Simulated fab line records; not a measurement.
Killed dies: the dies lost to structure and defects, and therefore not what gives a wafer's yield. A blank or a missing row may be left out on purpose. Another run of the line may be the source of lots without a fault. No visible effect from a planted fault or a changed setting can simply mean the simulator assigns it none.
fab line records || flow berkeley_cmos170
[record] {"lots": 7, "wafers": 21, "last_day": 13}
route steps=331 shown NVT@107 PVT@115
lots untouched by any fault: they come from a run of this same line in which no faults occurred
start_h: hours from the record's first day to the start of the lot's first wafer shown || wait_h: time in hours since the lot's previous step || " the same as in the row above || L1.1+2: several wafers, shown together as one row || - no value present, or no start provided || * or withheld: withheld || < > ~ a bound
route shown NAME@n: names a module that has steps shown in the file, with the first one's number in the route || usual: mean/standard deviation of fault-free wafers || same: alike in all rows || chamber/n: place in a boat || sites: readings site by site || _std_site: their standard deviation || _edge_site: outer sites' mean less inner sites' || radius_mm: for every site, how far away it sits from the centre of the wafer || mask NAME#n: copy n || behind: the last tool/chamber to shape the wafer || hold: reason for holding the lot/hours on hold/outcome of the hold || device: whichever transistor did not switch (one of n, p or np) || end of line: at the end of the route, the tests of the same wafers || where a step has no rows: the recipe by itself || killed: the dies lost at the first sort to structure and to defects; this is not the yield of the wafer || map: per-die view of a wafer (x killed, . not killed, _ where there is no die)
set.NAME: the setting as run; set.NAME@STEP: as run at that earlier step || model.NAME: the simulator's own value behind a step, which no gauge read
certain route steps with their lots: each step a table, each wafer a row
services: from which hour (start_h, from the record's first day; less than 0 if before it) a tool's chamber was out of use, for how many hours, and why
[[steps]]
[step UCB170_NVT_EXPOSE_03]
[recipe] {"mask_id": "PWELL", "target_cd_nm": 3000, "na": 0.5, "sigma_outer": 0.6, "source_shape": "conventional", "dose_mj": 30}
[step UCB170_NVT_PEB_04]
[recipe] {"peb_temp_c": 130, "peb_time_s": "withheld", "resist": "KrF"}
[step UCB170_NVT_DEVELOP_05]
[recipe] {"developer": "TMAH", "develop_time_s": 45, "resist": "KrF", "dev_temp_c": 21}
[step UCB170_NVT_OVL_MEAS_06]
[usual] {"NVT_OVL": "2/7.3"}
{"lot.wafer": "L975.2", "tool": "overlay-02", "chamber": "-", "start_h": 146.38, "wait_h": "-", "NVT_OVL[nm]": 4}
{"lot.wafer": "L975.5", "tool": "overlay-02", "chamber": "-", "start_h": 146.38, "wait_h": "-", "NVT_OVL[nm]": 5}
{"lot.wafer": "L975.6", "tool": "overlay-02", "chamber": "-", "start_h": 146.38, "wait_h": "-", "NVT_OVL[nm]": 5}
{"lot.wafer": "L976.1", "tool": "overlay-02", "chamber": "-", "start_h": 146.65, "wait_h": "-", "NVT_OVL[nm]": 8}
{"lot.wafer": "L976.4", "tool": "overlay-02", "chamber": "-", "start_h": 146.65, "wait_h": "-", "NVT_OVL[nm]": 10}
{"lot.wafer": "L976.6", "tool": "overlay-02", "chamber": "-", "start_h": 146.65, "wait_h": "-", "NVT_OVL[nm]": 13}
{"lot.wafer": "L974.1", "tool": "overlay-02", "chamber": "-", "start_h": 146.76, "wait_h": "-", "NVT_OVL[nm]": 7}
{"lot.wafer": "L974.2", "tool": "overlay-02", "chamber": "-", "start_h": 146.76, "wait_h": "-", "NVT_OVL[nm]": 6}
{"lot.wafer": "L974.4", "tool": "overlay-02", "chamber": "-", "start_h": 146.76, "wait_h": "-", "NVT_OVL[nm]": 10}
{"lot.wafer": "L977.1", "tool": "overlay-02", "chamber": "-", "start_h": 178.11, "wait_h": "-", "NVT_OVL[nm]": -4}
{"lot.wafer": "L977.2", "tool": "overlay-02", "chamber": "-", "start_h": 178.11, "wait_h": "-", "NVT_OVL[nm]": -12}
{"lot.wafer": "L977.5", "tool": "overlay-02", "chamber": "-", "start_h": 178.11, "wait_h": "-", "NVT_OVL[nm]": -6}
{"lot.wafer": "L993.2", "tool": "overlay-02", "chamber": "-", "start_h": 233.22, "wait_h": "-", "NVT_OVL[nm]": -2}
{"lot.wafer": "L993.3", "tool": "overlay-02", "chamber": "-", "start_h": 233.22, "wait_h": "-", "NVT_OVL[nm]": 0}
{"lot.wafer": "L993.6", "tool": "overlay-02", "chamber": "-", "start_h": 233.22, "wait_h": "-", "NVT_OVL[nm]": -3}
{"lot.wafer": "L992.2", "tool": "overlay-02", "chamber": "-", "start_h": 233.96, "wait_h": "-", "NVT_OVL[nm]": 15}
{"lot.wafer": "L992.3", "tool": "overlay-02", "chamber": "-", "start_h": 233.96, "wait_h": "-", "NVT_OVL[nm]": 16}
{"lot.wafer": "L992.5", "tool": "overlay-02", "chamber": "-", "start_h": 233.96, "wait_h": "-", "NVT_OVL[nm]": 9}
{"lot.wafer": "L995.1", "tool": "overlay-02", "chamber": "-", "start_h": 244.79, "wait_h": "-", "NVT_OVL[nm]": 3}
{"lot.wafer": "L995.2", "tool": "overlay-02", "chamber": "-", "start_h": 244.79, "wait_h": "-", "NVT_OVL[nm]": 2}
{"lot.wafer": "L995.6", "tool": "overlay-02", "chamber": "-", "start_h": 244.79, "wait_h": "-", "NVT_OVL[nm]": 11}
[step UCB170_NVT_IMPLANT_07]
[recipe] {"species": "BF2", "dose_cm2": 3e+12, "energy_kev": 50, "tilt_deg": 7}
[step UCB170_NVT_STRIP_08]
[recipe] {"chemistry": "O2", "power_w": 400, "pressure_mtorr": 3500, "platen_temp_c": "withheld", "o2_flow_sccm": 400, "overash_fraction": 0.5}
[usual] {"drypump_motor_current_A": "5.7/0.31", "oes_product_au": "0.734/0.0044", "strip_time_to_endpoint_s": "21.65/0.069"}
{"lot.wafer": "L975.2", "tool": "plasma_asher-03", "chamber": 1, "start_h": 146.56, "wait_h": 0.1, "drypump_motor_current_A": 5.4, "oes_product_au": 0.741, "rf_hours_counter_h": 40, "strip_time_to_endpoint_s": 21.75}
{"lot.wafer": "L975.5", "tool": "plasma_asher-03", "chamber": 0, "start_h": 146.56, "wait_h": 0.1, "drypump_motor_current_A": 6.0, "oes_product_au": 0.736, "rf_hours_counter_h": "-", "strip_time_to_endpoint_s": 21.74}
{"lot.wafer": "L975.6", "tool": "plasma_asher-03", "chamber": 1, "start_h": 146.56, "wait_h": 0.1, "drypump_motor_current_A": 5.4, "oes_product_au": 0.728, "rf_hours_counter_h": "-", "strip_time_to_endpoint_s": 21.76}
{"lot.wafer": "L976.1", "tool": "plasma_asher-02", "chamber": 0, "start_h": 146.83, "wait_h": 0.1, "drypump_motor_current_A": 6.0, "oes_product_au": 0.736, "rf_hours_counter_h": 3, "strip_time_to_endpoint_s": 21.59}
{"lot.wafer": "L976.4", "tool": "plasma_asher-02", "chamber": 0, "start_h": 146.83, "wait_h": 0.1, "drypump_motor_current_A": 6.0, "oes_product_au": 0.728, "rf_hours_counter_h": "-", "strip_time_to_endpoint_s": 21.58}
{"lot.wafer": "L976.6", "tool": "plasma_asher-02", "chamber": 0, "start_h": 146.83, "wait_h": 0.1, "drypump_motor_current_A": 6.1, "oes_product_au": 0.731, "rf_hours_counter_h": "-", "strip_time_to_endpoint_s": 21.62}
{"lot.wafer": "L974.1", "tool": "plasma_asher-03", "chamber": 0, "start_h": 146.95, "wait_h": 0.1, "drypump_motor_current_A": 5.9, "oes_product_au": 0.734, "rf_hours_counter_h": 40, "strip_time_to_endpoint_s": 21.61}
{"lot.wafer": "L974.2", "tool": "plasma_asher-03", "chamber": 1, "start_h": 146.95, "wait_h": 0.1, "drypump_motor_current_A": 5.4, "oes_product_au": 0.734, "rf_hours_counter_h": 40, "strip_time_to_endpoint_s": 21.63}
{"lot.wafer": "L974.4", "tool": "plasma_asher-03", "chamber": 1, "start_h": 146.95, "wait_h": 0.1, "drypump_motor_current_A": 5.4, "oes_product_au": 0.726, "rf_hours_counter_h": "-", "strip_time_to_endpoint_s": 21.64}
{"lot.wafer": "L977.1", "tool": "plasma_asher-02", "chamber": 0, "start_h": 178.30, "wait_h": 0.1, "drypump_motor_current_A": 6.0, "oes_product_au": 0.738, "rf_hours_counter_h": 6, "strip_time_to_endpoint_s": 21.58}
{"lot.wafer": "L977.2", "tool": "plasma_asher-02", "chamber": 1, "start_h": 178.30, "wait_h": 0.1, "drypump_motor_current_A": 5.7, "oes_product_au": 0.735, "rf_hours_counter_h": 6, "strip_time_to_endpoint_s": 21.63}
{"lot.wafer": "L977.5", "tool": "plasma_asher-02", "chamber": 0, "start_h": 178.30, "wait_h": 0.1, "drypump_motor_current_A": 6.0, "oes_product_au": 0.727, "rf_hours_counter_h": "-", "strip_time_to_endpoint_s": 21.52}
{"lot.wafer": "L993.2", "tool": "plasma_asher-02", "chamber": 0, "start_h": 233.40, "wait_h": 0.1, "drypump_motor_current_A": 6.0, "oes_product_au": 0.737, "rf_hours_counter_h": 13, "strip_time_to_endpoint_s": 21.59}
{"lot.wafer": "L993.3", "tool": "plasma_asher-02", "chamber": 0, "start_h": 233.40, "wait_h": 0.1, "drypump_motor_current_A": 6.0, "oes_product_au": 0.739, "rf_hours_counter_h": "-", "strip_time_to_endpoint_s": 21.49}
{"lot.wafer": "L993.6", "tool": "plasma_asher-02", "chamber": 0, "start_h": 233.40, "wait_h": 0.1, "drypump_motor_current_A": 6.1, "oes_product_au": 0.737, "rf_hours_counter_h": "-", "strip_time_to_endpoint_s": 21.57}
{"lot.wafer": "L992.2", "tool": "plasma_asher-02", "chamber": 0, "start_h": 234.14, "wait_h": 0.1, "drypump_motor_current_A": 6.1, "oes_product_au": 0.737, "rf_hours_counter_h": 13, "strip_time_to_endpoint_s": 21.71}
{"lot.wafer": "L992.3", "tool": "plasma_asher-02", "chamber": 0, "start_h": 234.14, "wait_h": 0.1, "drypump_motor_current_A": 6.1, "oes_product_au": 0.735, "rf_hours_counter_h": "-", "strip_time_to_endpoint_s": 21.76}
{"lot.wafer": "L992.5", "tool": "plasma_asher-02", "chamber": 1, "start_h": 234.14, "wait_h": 0.1, "drypump_motor_current_A": 5.7, "oes_product_au": 0.736, "rf_hours_counter_h": "-", "strip_time_to_endpoint_s": 21.73}
{"lot.wafer": "L995.1", "tool": "plasma_asher-04", "chamber": 0, "start_h": 244.97, "wait_h": 0.1, "drypump_motor_current_A": 5.1, "oes_product_au": 0.735, "rf_hours_counter_h": 47, "strip_time_to_endpoint_s": 21.60}
{"lot.wafer": "L995.2", "tool": "plasma_asher-04", "chamber": 1, "start_h": 244.97, "wait_h": 0.1, "drypump_motor_current_A": 5.4, "oes_product_au": 0.745, "rf_hours_counter_h": 47, "strip_time_to_endpoint_s": 21.65}
{"lot.wafer": "L995.6", "tool": "plasma_asher-04", "chamber": 1, "start_h": 244.97, "wait_h": 0.1, "drypump_motor_current_A": 5.4, "oes_product_au": 0.727, "rf_hours_counter_h": "-", "strip_time_to_endpoint_s": 21.61}
[step UCB170_NVT_TW_MEAS_09]
[usual] {"NVT_TW": "524/3.8"}
{"lot.wafer": "L975.2", "tool": "film_metro-04", "chamber": "-", "start_h": 146.67, "wait_h": 0.1, "NVT_TW": 528}
{"lot.wafer": "L975.5", "tool": "film_metro-04", "chamber": "-", "start_h": 146.67, "wait_h": 0.1, "NVT_TW": 530}
{"lot.wafer": "L975.6", "tool": "film_metro-04", "chamber": "-", "start_h": 146.67, "wait_h": 0.1, "NVT_TW": 528}
{"lot.wafer": "L976.1", "tool": "film_metro-03", "chamber": "-", "start_h": 146.93, "wait_h": 0.1, "NVT_TW": 523}
{"lot.wafer": "L976.4", "tool": "film_metro-03", "chamber": "-", "start_h": 146.93, "wait_h": 0.1, "NVT_TW": 524}
{"lot.wafer": "L976.6", "tool": "film_metro-03", "chamber": "-", "start_h": 146.93, "wait_h": 0.1, "NVT_TW": 522}
{"lot.wafer": "L974.1", "tool": "film_metro-02", "chamber": "-", "start_h": 147.05, "wait_h": 0.1, "NVT_TW": 519}
{"lot.wafer": "L974.2", "tool": "film_metro-02", "chamber": "-", "start_h": 147.05, "wait_h": 0.1, "NVT_TW": 519}
{"lot.wafer": "L974.4", "tool": "film_metro-02", "chamber": "-", "start_h": 147.05, "wait_h": 0.1, "NVT_TW": 521}
{"lot.wafer": "L977.1", "tool": "film_metro-04", "chamber": "-", "start_h": 178.40, "wait_h": 0.1, "NVT_TW": 526}
{"lot.wafer": "L977.2", "tool": "film_metro-04", "chamber": "-", "start_h": 178.40, "wait_h": 0.1, "NVT_TW": 526}
{"lot.wafer": "L977.5", "tool": "film_metro-04", "chamber": "-", "start_h": 178.40, "wait_h": 0.1, "NVT_TW": 528}
{"lot.wafer": "L993.2", "tool": "film_metro-02", "chamber": "-", "start_h": 233.51, "wait_h": 0.1, "NVT_TW": 526}
{"lot.wafer": "L993.3", "tool": "film_metro-02", "chamber": "-", "start_h": 233.51, "wait_h": 0.1, "NVT_TW": 523}
{"lot.wafer": "L993.6", "tool": "film_metro-02", "chamber": "-", "start_h": 233.51, "wait_h": 0.1, "NVT_TW": 523}
{"lot.wafer": "L992.2", "tool": "film_metro-03", "chamber": "-", "start_h": 234.25, "wait_h": 0.1, "NVT_TW": 522}
{"lot.wafer": "L992.3", "tool": "film_metro-03", "chamber": "-", "start_h": 234.25, "wait_h": 0.1, "NVT_TW": 522}
{"lot.wafer": "L992.5", "tool": "film_metro-03", "chamber": "-", "start_h": 234.25, "wait_h": 0.1, "NVT_TW": 520}
{"lot.wafer": "L995.1", "tool": "film_metro-03", "chamber": "-", "start_h": 245.07, "wait_h": 0.1, "NVT_TW": 522}
{"lot.wafer": "L995.2", "tool": "film_metro-03", "chamber": "-", "start_h": 245.07, "wait_h": 0.1, "NVT_TW": 524}
{"lot.wafer": "L995.6", "tool": "film_metro-03", "chamber": "-", "start_h": 245.07, "wait_h": 0.1, "NVT_TW": 521}
[step UCB170_NVT_CLEAN_10]
[recipe] {"chemistry": "SPM", "temp_c": 120, "time_s": 600}
[step UCB170_PVT_HMDS_00]
[recipe] {"prime_time_s": 60, "prime_temp_c": 100}
[step UCB170_PVT_COAT_01]
[recipe] {"resist": "KrF", "spin_rpm": 1500, "resist_thk_nm": 900}
[step UCB170_PVT_SOFTBAKE_02]
[recipe] {"resist": "KrF", "temp_c": 130, "time_s": 60}
[step UCB170_PVT_EXPOSE_03]
[recipe] {"mask_id": "NWELL", "target_cd_nm": 3000, "na": 0.5, "sigma_outer": 0.6, "source_shape": "conventional", "dose_mj": 30}
[step UCB170_PVT_PEB_04]
[recipe] {"peb_temp_c": 130, "peb_time_s": "withheld", "resist": "KrF"}
[usual] {"chill_plate_temp_C": "23.02/0.11", "exhaust_pa": "44.8/0.84"}
{"lot.wafer": "L975.2", "tool": "litho_track-03", "chamber": 0, "start_h": 149.12, "wait_h": 1.0, "chill_plate_temp_C": 22.90, "exhaust_pa": 45.4}
{"lot.wafer": "L975.5", "tool": "litho_track-03", "chamber": 0, "start_h": 149.12, "wait_h": 1.0, "chill_plate_temp_C": 22.96, "exhaust_pa": 45.6}
{"lot.wafer": "L975.6", "tool": "litho_track-03", "chamber": 0, "start_h": 149.12, "wait_h": 1.0, "chill_plate_temp_C": 22.99, "exhaust_pa": 46.0}
{"lot.wafer": "L976.1", "tool": "litho_track-01", "chamber": "-", "start_h": 150, "wait_h": "-", "chill_plate_temp_C": "-", "exhaust_pa": "-"}
{"lot.wafer": "L976.4", "tool": "litho_track-01", "chamber": "-", "start_h": 150, "wait_h": "-", "chill_plate_temp_C": "-", "exhaust_pa": "-"}
{"lot.wafer": "L976.6", "tool": "litho_track-01", "chamber": "-", "start_h": 150, "wait_h": "-", "chill_plate_temp_C": "-", "exhaust_pa": "-"}
{"lot.wafer": "L974.1", "tool": "litho_track-02", "chamber": "-", "start_h": 150, "wait_h": "-", "chill_plate_temp_C": "-", "exhaust_pa": "-"}
{"lot.wafer": "L974.2", "tool": "litho_track-02", "chamber": "-", "start_h": 150, "wait_h": "-", "chill_plate_temp_C": "-", "exhaust_pa": "-"}
{"lot.wafer": "L974.4", "tool": "litho_track-02", "chamber": "-", "start_h": 150, "wait_h": "-", "chill_plate_temp_C": "-", "exhaust_pa": "-"}
{"lot.wafer": "L977.1", "tool": "litho_track-01", "chamber": "-", "start_h": 180.48, "wait_h": 0.4, "chill_plate_temp_C": "-", "exhaust_pa": "-"}
{"lot.wafer": "L977.2", "tool": "litho_track-01", "chamber": "-", "start_h": 180.48, "wait_h": 0.4, "chill_plate_temp_C": "-", "exhaust_pa": "-"}
{"lot.wafer": "L977.5", "tool": "litho_track-01", "chamber": "-", "start_h": 180.48, "wait_h": 0.4, "chill_plate_temp_C": "-", "exhaust_pa": "-"}
{"lot.wafer": "L993.2", "tool": "litho_track-01", "chamber": 0, "start_h": 234.90, "wait_h": 0.3, "chill_plate_temp_C": 22.79, "exhaust_pa": 45.2}
{"lot.wafer": "L993.3", "tool": "litho_track-01", "chamber": 0, "start_h": 234.90, "wait_h": 0.3, "chill_plate_temp_C": 22.82, "exhaust_pa": 45.8}
{"lot.wafer": "L993.6", "tool": "litho_track-01", "chamber": 0, "start_h": 234.90, "wait_h": 0.3, "chill_plate_temp_C": 22.96, "exhaust_pa": 45.1}
{"lot.wafer": "L992.2", "tool": "litho_track-02", "chamber": 0, "start_h": 235.74, "wait_h": 0.4, "chill_plate_temp_C": 23.09, "exhaust_pa": 44.7}
{"lot.wafer": "L992.3", "tool": "litho_track-02", "chamber": 0, "start_h": 235.74, "wait_h": 0.4, "chill_plate_temp_C": 23.11, "exhaust_pa": 43.9}
{"lot.wafer": "L992.5", "tool": "litho_track-02", "chamber": 0, "start_h": 235.74, "wait_h": 0.4, "chill_plate_temp_C": 23.08, "exhaust_pa": 44.2}
{"lot.wafer": "L995.1", "tool": "litho_track-02", "chamber": 0, "start_h": 246.21, "wait_h": 0.3, "chill_plate_temp_C": 23.05, "exhaust_pa": 44.9}
{"lot.wafer": "L995.2", "tool": "litho_track-02", "chamber": 0, "start_h": 246.21, "wait_h": 0.3, "chill_plate_temp_C": 23.17, "exhaust_pa": 45.4}
{"lot.wafer": "L995.6", "tool": "litho_track-02", "chamber": 0, "start_h": 246.21, "wait_h": 0.3, "chill_plate_temp_C": 23.31, "exhaust_pa": 45.4}
[step UCB170_PVT_DEVELOP_05]
[recipe] {"developer": "TMAH", "develop_time_s": 45, "resist": "KrF", "dev_temp_c": 21}
[[services]]
{"tool": "plasma_asher-02", "chamber": "-", "start_h": 150.82, "hours": 14.6, "kind": "pm"}
{"tool": "plasma_asher-04", "chamber": "-", "start_h": 195.78, "hours": 6.0, "kind": "repair"}
{"tool": "plasma_asher-04", "chamber": "-", "start_h": 231.39, "hours": 4.7, "kind": "repair"}
[[key]]
[first_sign] {"step": "UCB170_PVT_PEB_04", "reading": "tool_record", "direction": "missing"}
effect none on later readings
met_at UCB170_PVT_PEB_04
struck_wafers L974.1,L974.2,L974.4,L976.1,L976.4,L976.6,L977.1,L977.2,L977.5
sort_left_out L974.1,L974.2,L974.4,L976.1,L976.4,L976.6,L977.1,L977.2,L977.5
tester_left_out L974,L976,L977
[fault] {"kind": "skipped_step_whole", "tool": "litho_track-01,litho_track-02", "chamber": "-", "onset_h": 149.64, "steps": "UCB170_PVT_PEB_04", "scope": "struck_lots_only"}
// tester_left_out: of these lots the tester's yield and bins aren't shown, on N5 and GAA mostly nor the transistor test; their killed dies are dies lost to structure and defects alone, not to doping, threshold or leakage, so they don't give the yield
// sort_left_out: the simulated sort isn't trusted on such a fault, so these wafers' sort isn't shown, and their yield isn't known
